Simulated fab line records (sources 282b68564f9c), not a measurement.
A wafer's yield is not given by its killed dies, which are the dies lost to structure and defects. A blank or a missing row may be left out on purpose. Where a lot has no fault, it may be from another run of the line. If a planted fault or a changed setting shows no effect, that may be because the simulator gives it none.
fab line records	flow rit_cmos
[record] lots = 15	wafers = 45	last_day = 7
route steps=202 shown PWELL@49 PRETRO@72 NLDD@112 PSD@151 M1@202
lots with no fault: from the same line, run without faults
start_h: the number of hours between the record's first day and the start of the first shown wafer of the lot	wait_h: how many hours have passed since the lot's step before this one	" as in the row above	L1.1+2: one row covering several wafers at once	- value missing, or start not given	* or withheld: withheld	< > ~ a bound
route shown NAME@n: a module of which the file shows steps, and the number in the route of the first	usual: mean/standard deviation of fault-free wafers	same: alike in all rows	chamber/n: place in a boat	sites: per-site readings	_std_site: standard deviation across them	_edge_site: inner sites' mean taken away from outer sites' mean	radius_mm: how far each site lies from the wafer's centre	mask NAME#n: copy n	behind: tool/chamber where the wafer was last shaped	hold: why the lot was held/for how many hours/how that ended	device: which transistor (n, p or np) failed to switch	end of line: the route-end tests of the same wafers	a step with no rows: only its recipe	killed: count of dies lost to structure and defects at first sort (not the wafer's yield)	map: dies across one wafer; x = killed, . = not, _ = none there
set.NAME: the run value of the setting; set.NAME@STEP: its run value at that earlier step	model.NAME: the simulator's own value behind a step, which no gauge read
one table for each step of the route and one row for each wafer, over a sample of lots
services: the hour from which a tool's chamber was out of use, counted from the record's first day as start_h (under 0 if before that day), plus the number of hours and why
[[steps]]
[step RIT_PWELL_TW_MEAS_10]
[usual] PWELL_TW = 945/9.4
lot.wafer	tool	chamber	start_h	wait_h	PWELL_TW
L419.2	film_metro-04	-	25.17	0.1	956
L419.4	"	-	"	"	956
L419.6	"	-	"	"	954
L420.3	film_metro-02	-	28.07	0.1	925
L420.5	"	-	"	"	925
L420.6	"	-	"	"	929
L422.1	film_metro-01	-	38.19	0.1	949
L422.2	"	-	"	"	952
L422.3	"	-	"	"	950
L423.1	film_metro-04	-	43.34	0.1	952
L423.2	"	-	"	"	951
L423.6	"	-	"	"	956
L425.1	film_metro-04	-	53.97	0.1	944
L425.2	"	-	"	"	949
L425.4	"	-	"	"	950
L426.3	film_metro-04	-	59.69	0.1	943
L426.5	"	-	"	"	942
L426.6	"	-	"	"	941
L428.3	film_metro-01	-	70.04	0.1	950
L428.4	"	-	"	"	961
L428.5	"	-	"	"	954
L430.1	film_metro-01	-	77.99	0.1	955
L430.4	"	-	"	"	952
L430.5	"	-	"	"	958
L434.1	film_metro-04	-	97.78	0.1	936
L434.2	"	-	"	"	946
L434.4	"	-	"	"	949
L435.1	film_metro-02	-	104.64	0.1	934
L435.3	"	-	"	"	933
L435.5	"	-	"	"	939
L436.1	film_metro-01	-	109.45	0.1	953
L436.3	"	-	"	"	949
L436.6	"	-	"	"	946
L438.1	film_metro-01	-	119.89	0.1	951
L438.2	"	-	"	"	952
L438.5	"	-	"	"	947
L439.3	film_metro-02	-	122.69	0.1	936
L439.4	"	-	"	"	933
L439.5	"	-	"	"	935
L440.3	film_metro-02	-	127.81	0.1	939
L440.4	"	-	"	"	940
L440.5	"	-	"	"	934
L442.2	film_metro-04	-	140.78	0.1	950
L442.5	"	-	"	"	953
L442.6	"	-	"	"	950
[step RIT_PRETRO_IMPLANT_08]
[recipe] species = B	energy_kev = 45	dose_cm2 = 1.2e+13	tilt_deg = 7
[usual] beam_on_s = 10.01/0.2	tilt_deg = 7.001/0.02
lot.wafer	tool	chamber	start_h	wait_h	beam_on_s	tilt_deg
L419.2	implanter-03	0	34.22	0.2	9.84	7.023
L419.4	"	0	"	"	9.90	7.003
L419.6	"	0	"	"	9.94	7.001
L420.3	implanter-03	0	36.78	0.2	10.19	6.987
L420.5	"	0	"	"	10.11	7.046
L420.6	"	0	"	"	9.94	7.023
L422.1	implanter-03	0	46.54	0.2	9.95	6.984
L422.2	"	0	"	"	10.00	6.997
L422.3	"	0	"	"	10.30	6.987
L423.1	implanter-03	0	51.73	0.2	10.45	7.009
L423.2	"	0	"	"	9.88	7.003
L423.6	"	0	"	"	10.03	6.969
L425.1	implanter-03	0	62.32	0.2	10.10	6.989
L425.2	"	0	"	"	9.86	6.986
L425.4	"	0	"	"	9.68	6.999
L425.1	implanter-03	0	62.64	0.3	9.85	7.002
L425.2	"	0	"	"	10.32	6.982
L425.4	"	0	"	"	10.16	6.998
L426.3	implanter-04	0	67.95	0.2	9.85	6.994
L426.5	"	0	"	"	9.65	6.982
L426.6	"	0	"	"	9.81	6.977
L428.3	implanter-04	0	78.53	0.2	10.02	6.997
L428.4	"	0	"	"	9.78	7.004
L428.5	"	0	"	"	10.01	7.013
L428.3	implanter-04	0	78.85	0.3	10.00	7.014
L428.4	"	0	"	"	9.67	7.019
L428.5	"	0	"	"	9.64	6.973
L430.1	implanter-04	0	86.46	0.2	9.90	6.995
L430.4	"	0	"	"	10.15	6.986
L430.5	"	0	"	"	10.15	6.993
L434.1	implanter-03	0	105.88	0.2	9.98	7.028
L434.2	"	0	"	"	10.45	7.007
L434.4	"	0	"	"	10.22	6.998
L434.1	implanter-03	0	106.19	0.3	10.20	7.011
L434.2	"	0	"	"	10.07	6.985
L434.4	"	0	"	"	10.05	6.978
L435.1	implanter-02	0	113.33	0.2	10.10	6.981
L435.3	"	0	"	"	9.80	6.974
L435.5	"	0	"	"	10.11	6.974
L436.1	implanter-03	0	117.68	0.2	10.07	6.986
L436.3	"	0	"	"	10.07	7.020
L436.6	"	0	"	"	10.07	7.001
L438.1	implanter-02	0	128.24	0.2	10.01	7.024
L438.2	"	0	"	"	9.99	6.996
L438.5	"	0	"	"	10.35	7.013
L439.3	implanter-03	0	131.16	0.2	9.84	6.973
L439.4	"	0	"	"	10.19	6.958
L439.5	"	0	"	"	10.03	6.951
L440.3	implanter-04	0	136.06	0.2	9.91	6.990
L440.4	"	0	"	"	10.09	7.045
L440.5	"	0	"	"	10.04	7.004
L442.2	implanter-04	0	149.01	0.2	10.25	7.028
L442.5	"	0	"	"	9.81	6.985
L442.6	"	0	"	"	9.84	6.985
[step RIT_PRETRO_TW_MEAS_10]
[usual] PRETRO_TW = 475.3/2.7
lot.wafer	tool	chamber	start_h	wait_h	PRETRO_TW
L419.2	film_metro-01	-	34.53	0.1	476.0
L419.4	"	-	"	"	474.0
L419.6	"	-	"	"	474.8
L420.3	film_metro-04	-	37.07	0.1	475.2
L420.5	"	-	"	"	477.8
L420.6	"	-	"	"	475.4
L422.1	film_metro-01	-	46.87	0.1	472.3
L422.2	"	-	"	"	476.8
L422.3	"	-	"	"	475.9
L423.1	film_metro-04	-	52.05	0.1	473.1
L423.2	"	-	"	"	473.1
L423.6	"	-	"	"	469.4
L425.1	film_metro-03	-	62.96	0.1	592.8
L425.2	"	-	"	"	592.4
L425.4	"	-	"	"	596.2
L426.3	film_metro-01	-	68.25	0.1	475.1
L426.5	"	-	"	"	474.6
L426.6	"	-	"	"	475.7
L428.3	film_metro-03	-	79.15	0.1	591.9
L428.4	"	-	"	"	593.1
L428.5	"	-	"	"	596.3
L430.1	film_metro-01	-	86.79	0.1	473.6
L430.4	"	-	"	"	476.9
L430.5	"	-	"	"	477.2
L434.1	film_metro-03	-	106.52	0.1	592.8
L434.2	"	-	"	"	591.4
L434.4	"	-	"	"	591.5
L435.1	film_metro-04	-	113.66	0.1	471.1
L435.3	"	-	"	"	469.3
L435.5	"	-	"	"	470.6
L436.1	film_metro-04	-	118.00	0.1	470.5
L436.3	"	-	"	"	471.7
L436.6	"	-	"	"	470.1
L438.1	film_metro-04	-	128.57	0.1	474.4
L438.2	"	-	"	"	475.4
L438.5	"	-	"	"	479.3
L439.3	film_metro-01	-	131.45	0.1	475.4
L439.4	"	-	"	"	474.8
L439.5	"	-	"	"	476.0
L440.3	film_metro-04	-	136.36	0.1	476.2
L440.4	"	-	"	"	475.6
L440.5	"	-	"	"	476.5
L442.2	film_metro-03	-	149.32	0.1	482.4
L442.5	"	-	"	"	477.0
L442.6	"	-	"	"	479.2
[step RIT_NLDD_STRIP_09]
[recipe] chemistry = O2	time_s = 180	resist = NOVOLAK	platen_temp_c = withheld	power_w = 500	pressure_mtorr = 4000	o2_flow_sccm = 4000
[usual] drypump_motor_current_A = 5.9/0.54
lot.wafer	tool	chamber	start_h	wait_h	drypump_motor_current_A	rf_hours_counter_h
L419.2	plasma_asher-03	1	44.12	0.1	5.4	41
L419.4	"	1	"	"	5.5	-
L419.6	"	0	"	"	6.7	-
L420.3	plasma_asher-02	1	46.63	0.1	5.7	-
L420.5	"	1	"	"	5.7	-
L420.6	"	0	"	"	5.5	-
L422.1	plasma_asher-03	1	58.24	0.1	5.5	43
L422.2	"	0	"	"	6.7	43
L422.3	"	0	"	"	6.7	-
L423.1	plasma_asher-03	1	61.58	0.1	5.5	43
L423.2	"	0	"	"	6.7	43
L423.6	"	0	"	"	6.7	-
L425.1	plasma_asher-03	1	73.88	0.1	5.5	44
L425.2	"	0	"	"	6.7	44
L425.4	"	1	"	"	5.4	-
L426.3	plasma_asher-03	0	79.14	0.1	6.7	-
L426.5	"	1	"	"	5.4	-
L426.6	"	0	"	"	6.7	-
L428.3	plasma_asher-01	1	89.92	0.1	6.3	-
L428.4	"	0	"	"	5.3	-
L428.5	"	1	"	"	6.3	-
L430.1	plasma_asher-02	1	98.36	0.1	5.7	43
L430.4	"	0	"	"	5.5	-
L430.5	"	0	"	"	5.4	-
L434.1	plasma_asher-01	1	117.47	0.1	6.3	47
L434.2	"	0	"	"	5.3	47
L434.4	"	0	"	"	5.3	-
L435.1	plasma_asher-01	0	123.53	0.1	5.3	48
L435.3	"	1	"	"	6.3	-
L435.5	"	1	"	"	6.3	-
L436.1	plasma_asher-03	1	127.60	0.1	5.5	50
L436.3	"	1	"	"	5.5	-
L436.6	"	1	"	"	5.5	-
L438.1	plasma_asher-01	1	138.04	0.1	6.3	50
L438.2	"	0	"	"	5.3	50
L438.5	"	0	"	"	5.3	-
L439.3	plasma_asher-01	1	141.98	0.1	6.3	-
L439.4	"	0	"	"	5.3	-
L439.5	"	1	"	"	6.3	-
L440.3	plasma_asher-02	1	147.08	0.1	5.7	-
L440.4	"	0	"	"	5.5	-
L440.5	"	0	"	"	5.5	-
L442.2	plasma_asher-02	1	162.98	0.1	5.7	5
L442.5	"	1	"	"	5.7	-
L442.6	"	0	"	"	5.5	-
[step RIT_PSD_STRIP_09]
[recipe] chemistry = O2	time_s = 180	resist = NOVOLAK	platen_temp_c = withheld	power_w = 500	pressure_mtorr = 4000	o2_flow_sccm = 4000
[usual] drypump_motor_current_A = 6.0/0.55
lot.wafer	tool	chamber	start_h	wait_h	drypump_motor_current_A	rf_hours_counter_h
L419.2	plasma_asher-01	0	51.31	0.1	5.3	39
L419.4	"	0	"	"	5.3	-
L419.6	"	1	"	"	6.3	-
L420.3	plasma_asher-01	0	53.51	0.1	5.3	-
L420.5	"	1	"	"	6.3	-
L420.6	"	0	"	"	5.3	-
L422.1	plasma_asher-01	1	65.24	0.1	6.3	41
L422.2	"	0	"	"	5.3	41
L422.3	"	0	"	"	5.3	-
L423.1	plasma_asher-04	0	68.80	0.1	6.4	29
L423.2	"	1	"	"	6.7	29
L423.6	"	1	"	"	6.6	-
L425.1	plasma_asher-01	0	80.85	0.1	5.4	43
L425.2	"	1	"	"	6.3	43
L425.4	"	1	"	"	6.3	-
L426.3	plasma_asher-01	1	87.59	0.1	6.3	-
L426.5	"	0	"	"	5.3	-
L426.6	"	1	"	"	6.3	-
L428.3	plasma_asher-03	1	97.31	0.1	5.5	-
L428.4	"	0	"	"	6.7	-
L428.5	"	0	"	"	6.7	-
L430.1	plasma_asher-01	0	106.90	0.1	5.3	45
L430.4	"	1	"	"	6.3	-
L430.5	"	0	"	"	5.3	-
L434.1	plasma_asher-01	1	124.39	0.1	6.3	48
L434.2	"	0	"	"	5.3	48
L434.4	"	1	"	"	6.3	-
L435.1	plasma_asher-01	0	130.55	0.1	5.3	49
L435.3	"	1	"	"	6.3	-
L435.5	"	1	"	"	6.3	-
L436.1	plasma_asher-01	1	134.64	0.1	6.3	49
L436.3	"	1	"	"	6.3	-
L436.6	"	0	"	"	5.3	-
L438.1	plasma_asher-01	0	144.97	0.1	5.3	50
L438.2	"	1	"	"	6.3	50
L438.5	"	0	"	"	5.3	-
L439.3	plasma_asher-03	1	149.64	0.1	5.5	-
L439.4	"	0	"	"	6.7	-
L439.5	"	0	"	"	6.7	-
L440.3	plasma_asher-01	0	154.03	0.1	5.3	-
L440.4	"	1	"	"	6.3	-
L440.5	"	0	"	"	5.3	-
L442.2	plasma_asher-01	1	169.98	0.1	6.3	52
L442.5	"	1	"	"	6.3	-
L442.6	"	0	"	"	5.3	-
[step RIT_M1_PROBE_99]
[usual] killed_at_contacts = 0.1/0.24	killed_at_front_end = 7/3.1	killed_dies = 7/3.1	killed_on_rim = 1.8/1.4	killed_open = 3.3/2	killed_short = 3.4/2.1
[same] gross_dies = 264	killed_at_M0_to_M3 = 0	killed_at_M4_up = 0	killed_at_back_side = 0	killed_at_other = 0
lot.wafer	tool	chamber	start_h	wait_h	killed_at_contacts	killed_at_front_end	killed_dies	killed_on_rim	killed_open	killed_short
L419.2	prober-01	-	60.78	0.1	0	5	5	2	2	3
L419.4	prober-01	-	60.88	0.2	0	3	3	0	2	1
L419.6	prober-01	-	60.98	0.2	0	8	8	1	3	5
L420.3	prober-02	-	62.33	0.2	0	4	4	1	1	3
L420.5	prober-02	-	62.43	0.2	0	7	7	1	3	4
L420.6	prober-02	-	62.48	0.2	0	15	15	4	7	8
L422.1	prober-02	-	74.04	0.1	0	6	6	2	1	5
L422.2	prober-02	-	74.09	0.1	0	14	14	4	9	5
L422.3	prober-02	-	74.14	0.2	1	8	9	5	3	6
L423.1	prober-01	-	78.10	0.1	0	4	4	0	3	1
L423.2	prober-01	-	78.15	0.1	0	6	6	3	3	3
L423.6	prober-01	-	78.35	0.2	1	5	6	2	5	1
L425.1	prober-01	-	88.94	0.1	0	12	12	3	6	6
L425.2	prober-01	-	88.99	0.1	0	10	10	5	4	6
L425.4	prober-01	-	89.09	0.2	0	6	6	1	4	2
L426.3	prober-02	-	95.67	0.2	0	4	4	1	2	2
L426.5	prober-02	-	95.77	0.2	0	4	4	3	2	2
L426.6	prober-02	-	95.82	0.2	0	2	2	0	1	1
L428.3	prober-01	-	105.57	0.2	0	6	6	2	4	2
L428.4	prober-01	-	105.62	0.2	0	7	7	2	5	2
L428.5	prober-01	-	105.67	0.2	0	3	3	1	1	2
L430.1	prober-01	-	115.42	0.1	0	2	2	1	2	0
L430.4	prober-01	-	115.57	0.2	0	3	3	2	2	1
L430.5	prober-01	-	115.62	0.2	0	8	8	3	5	3
L434.1	prober-01	-	132.64	0.1	0	9	9	1	3	6
L434.2	prober-01	-	132.69	0.1	1	4	5	2	1	4
L434.4	prober-01	-	132.79	0.2	0	3	3	1	2	1
L435.1	prober-02	-	138.60	0.1	0	6	6	2	3	3
L435.3	prober-02	-	138.70	0.2	0	6	6	2	2	4
L435.5	prober-02	-	138.80	0.2	0	9	9	1	8	1
L436.1	prober-01	-	143.67	0.1	0	7	7	1	3	4
L436.3	prober-01	-	143.77	0.2	0	3	3	1	1	2
L436.6	prober-01	-	143.92	0.2	0	2	2	1	0	2
L438.1	prober-01	-	153.67	0.1	0	10	10	5	8	2
L438.2	prober-01	-	153.72	0.1	0	7	7	2	2	5
L438.5	prober-01	-	153.87	0.2	0	9	9	4	2	7
L439.3	prober-02	-	159.41	0.2	0	8	8	1	4	4
L439.4	prober-02	-	159.46	0.2	0	5	5	1	4	1
L439.5	prober-02	-	159.51	0.2	0	6	6	1	3	3
L440.3	prober-01	-	162.14	0.2	0	0	0	0	0	0
L440.4	prober-01	-	162.19	0.2	1	6	7	0	3	4
L440.5	prober-01	-	162.24	0.2	0	5	5	1	5	0
L442.2	prober-01	-	178.72	0.1	0	2	2	0	0	2
L442.5	prober-01	-	178.87	0.2	0	4	4	1	3	1
L442.6	prober-01	-	178.92	0.2	0	7	7	0	5	2
// killed by level:class
L419.2 GATE:geometric_particle:open=2 FOX1:geometric_particle:short=1 FOX2:geometric_particle:short=1 GATE:geometric_particle:short=1
L419.4 SILICIDE:geometric_particle:open=2 GATE:geometric_particle:short=1
L419.6 GATE:geometric_particle:short=2 GATE:geometric_particle:open=2 FOX1:geometric_particle:short=1 FOX1:geometric_particle:open=1 SPACER:geometric_particle:short=1 SILICIDE:geometric_particle:short=1
L420.3 FOX1:geometric_particle:short=2 GATE:geometric_particle:short=1 SPACER:geometric_particle:open=1
L420.5 GATE:geometric_particle:short=2 GATE:geometric_particle:open=2 REOX:geometric_particle:short=1 SPACER:geometric_particle:open=1 SPACER:geometric_particle:short=1
L420.6 FOX1:geometric_particle:open=5 FOX1:geometric_particle:short=4 GATE:geometric_particle:short=2 GATE:geometric_particle:open=2 REOX:geometric_particle:short=2
L422.1 REOX:geometric_particle:short=2 FOX1:geometric_particle:short=1 FOX2:geometric_particle:open=1 GATE:geometric_particle:short=1 SPACER:geometric_particle:short=1
L422.2 GATE:geometric_particle:open=3 SPACER:geometric_particle:short=3 FOX1:geometric_particle:open=2 REOX:geometric_particle:open=2 ACTIVE:geometric_particle:open=1 FOX2:geometric_particle:open=1 FOX2:geometric_particle:short=1 GATE:geometric_particle:short=1
L422.3 FOX1:geometric_particle:short=2 GATE:geometric_particle:short=2 FOX1:geometric_particle:open=1 GATE:geometric_particle:open=1 REOX:geometric_particle:short=1 SPACER:geometric_particle:open=1 CONTACT:geometric_particle:short=1
L423.1 FOX1:geometric_particle:open=1 GATE:geometric_particle:open=1 GATE:geometric_particle:short=1 SILICIDE:geometric_particle:open=1
L423.2 GATE:geometric_particle:open=2 GATE:geometric_particle:short=1 REOX:geometric_particle:short=1 SPACER:geometric_particle:open=1 SILICIDE:geometric_particle:short=1
L423.6 FOX1:geometric_particle:open=1 GATE:geometric_particle:open=1 SPACER:geometric_particle:open=1 SILICIDE:geometric_particle:open=1 SILICIDE:geometric_particle:short=1 CONTACT:geometric_particle:open=1
L425.1 GATE:geometric_particle:short=2 GATE:geometric_particle:open=2 REOX:geometric_particle:short=2 SILICIDE:geometric_particle:open=2 FOX2:geometric_particle:short=1 REOX:geometric_particle:open=1 SPACER:geometric_particle:open=1 SILICIDE:geometric_particle:short=1
L425.2 REOX:geometric_particle:short=4 FOX2:geometric_particle:open=2 GATE:geometric_particle:short=2 FOX1:geometric_particle:open=1 SILICIDE:geometric_particle:open=1
L425.4 SPACER:geometric_particle:short=2 FOX1:geometric_particle:open=1 GATE:geometric_particle:open=1 SPACER:geometric_particle:open=1 SILICIDE:geometric_particle:open=1
L426.3 FOX2:geometric_particle:open=1 GATE:geometric_particle:short=1 SPACER:geometric_particle:open=1 SPACER:geometric_particle:short=1
L426.5 REOX:geometric_particle:short=2 GATE:geometric_particle:open=1 SPACER:geometric_particle:open=1
L426.6 GATE:geometric_particle:short=1 SPACER:geometric_particle:open=1
L428.3 SILICIDE:geometric_particle:short=2 FOX1:geometric_particle:open=1 GATE:geometric_particle:open=1 REOX:geometric_particle:open=1 SPACER:geometric_particle:open=1
L428.4 GATE:geometric_particle:open=2 REOX:geometric_particle:open=2 REOX:geometric_particle:short=1 SILICIDE:geometric_particle:short=1 SILICIDE:geometric_particle:open=1
L428.5 FOX2:geometric_particle:short=2 SILICIDE:geometric_particle:open=1
L430.1 GATE:geometric_particle:open=1 REOX:geometric_particle:open=1
L430.4 FOX1:geometric_particle:open=1 GATE:geometric_particle:open=1 REOX:geometric_particle:short=1
L430.5 GATE:geometric_particle:short=3 SILICIDE:geometric_particle:open=2 FOX1:geometric_particle:open=1 GATE:geometric_particle:open=1 SPACER:geometric_particle:open=1
L434.1 GATE:geometric_particle:short=2 GATE:geometric_particle:open=2 REOX:geometric_particle:short=2 FOX1:geometric_particle:short=1 REOX:geometric_particle:open=1 SPACER:geometric_particle:short=1
L434.2 FOX2:geometric_particle:short=2 GATE:geometric_particle:short=1 GATE:geometric_particle:open=1 CONTACT:geometric_particle:short=1
L434.4 FOX1:geometric_particle:open=1 FOX2:geometric_particle:open=1 SPACER:geometric_particle:short=1
L435.1 GATE:geometric_particle:short=2 SPACER:geometric_particle:open=2 FOX1:geometric_particle:short=1 GATE:geometric_particle:open=1
L435.3 GATE:geometric_particle:open=1 GATE:geometric_particle:short=1 REOX:geometric_particle:short=1 SPACER:geometric_particle:short=1 SPACER:geometric_particle:open=1 SILICIDE:geometric_particle:short=1
L435.5 GATE:geometric_particle:open=5 SPACER:geometric_particle:open=2 GATE:geometric_particle:short=1 SILICIDE:geometric_particle:open=1
L436.1 GATE:geometric_particle:open=3 REOX:geometric_particle:short=2 FOX1:geometric_particle:short=1 GATE:geometric_particle:short=1
L436.3 GATE:geometric_particle:open=1 GATE:geometric_particle:short=1 REOX:geometric_particle:short=1
L436.6 GATE:geometric_particle:short=1 REOX:geometric_particle:short=1
L438.1 GATE:geometric_particle:open=4 FOX1:geometric_particle:short=2 ACTIVE:geometric_particle:open=1 FOX1:geometric_particle:open=1 FOX2:geometric_particle:open=1 REOX:geometric_particle:open=1
L438.2 FOX1:geometric_particle:short=2 GATE:geometric_particle:short=2 GATE:geometric_particle:open=1 REOX:geometric_particle:open=1 SPACER:geometric_particle:short=1
L438.5 GATE:geometric_particle:short=3 SILICIDE:geometric_particle:short=3 GATE:geometric_particle:open=2 SPACER:geometric_particle:short=1
L439.3 GATE:geometric_particle:open=2 SILICIDE:geometric_particle:short=2 FOX1:geometric_particle:open=1 FOX2:geometric_particle:short=1 FOX2:geometric_particle:open=1 GATE:geometric_particle:short=1
L439.4 FOX1:geometric_particle:open=1 GATE:geometric_particle:open=1 GATE:geometric_particle:short=1 SPACER:geometric_particle:open=1 SILICIDE:geometric_particle:open=1
L439.5 GATE:geometric_particle:short=3 GATE:geometric_particle:open=2 SILICIDE:geometric_particle:open=1
L440.4 FOX1:geometric_particle:open=1 FOX2:geometric_particle:short=1 GATE:geometric_particle:short=1 REOX:geometric_particle:open=1 SPACER:geometric_particle:short=1 SPACER:geometric_particle:open=1 CONTACT:geometric_particle:short=1
L440.5 REOX:geometric_particle:open=3 FOX1:geometric_particle:open=1 FOX2:geometric_particle:open=1
L442.2 FOX1:geometric_particle:short=1 SPACER:geometric_particle:short=1
L442.5 GATE:geometric_particle:open=2 SILICIDE:geometric_particle:short=1 SILICIDE:geometric_particle:open=1
L442.6 SILICIDE:geometric_particle:open=2 FOX1:geometric_particle:open=1 FOX2:geometric_particle:short=1 FOX2:geometric_particle:open=1 GATE:geometric_particle:open=1 SILICIDE:geometric_particle:short=1
[[services]]
tool	chamber	start_h	hours	kind
implanter-02	-	26.74	22.5	pm
plasma_asher-03	-	29.45	3.2	repair
implanter-02	-	50.03	2.4	repair
implanter-02	-	55.00	3.4	repair
implanter-02	-	81.78	3.4	repair
plasma_asher-04	-	87.09	2.8	pm
implanter-02	-	88.69	4.7	pm
implanter-04	-	96.84	23.2	pm
plasma_asher-02	-	108.75	9.0	pm
plasma_asher-02	0	108.75	9.0	vent_cycle
plasma_asher-02	1	108.75	9.0	vent_cycle
plasma_asher-04	-	114.73	0.3	repair
plasma_asher-04	-	115.27	2.3	repair
implanter-02	-	115.87	0.6	repair
plasma_asher-03	-	117.44	8.2	repair
plasma_asher-02	0	117.75	-	clean
plasma_asher-02	1	117.75	-	clean
plasma_asher-02	-	144.55	1.7	repair
plasma_asher-01	-	145.50	6.2	pm
implanter-02	-	155.52	3.2	repair
implanter-02	-	162.75	3.0	repair
[[key]]
[first_sign] step = RIT_PRETRO_IMPLANT_08	reading = visit	direction = added
[effect] step = RIT_PRETRO_TW_MEAS_10	reading = PRETRO_TW	direction = up	sigmas = 43	usual = 475.3	struck = 593.2
met_at RIT_PRETRO_IMPLANT_08
struck_lots L425,L428,L434
tester_left_out L425,L428,L434
not_acting_at RIT_PWELL_TW_MEAS_10,RIT_NLDD_STRIP_09,RIT_PSD_STRIP_09
[fault] kind = repeated_step_whole	tool = implanter-02,implanter-03,implanter-04	chamber = -	onset_h = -	steps = RIT_PRETRO_IMPLANT_08	times = 1	scope = struck_lots_only
// tester_left_out: of these lots the tester's yield and bins aren't shown, on N5 and GAA mostly nor the transistor test; their killed dies are dies lost to structure and defects alone, not to doping, threshold or leakage, so they don't give the yield
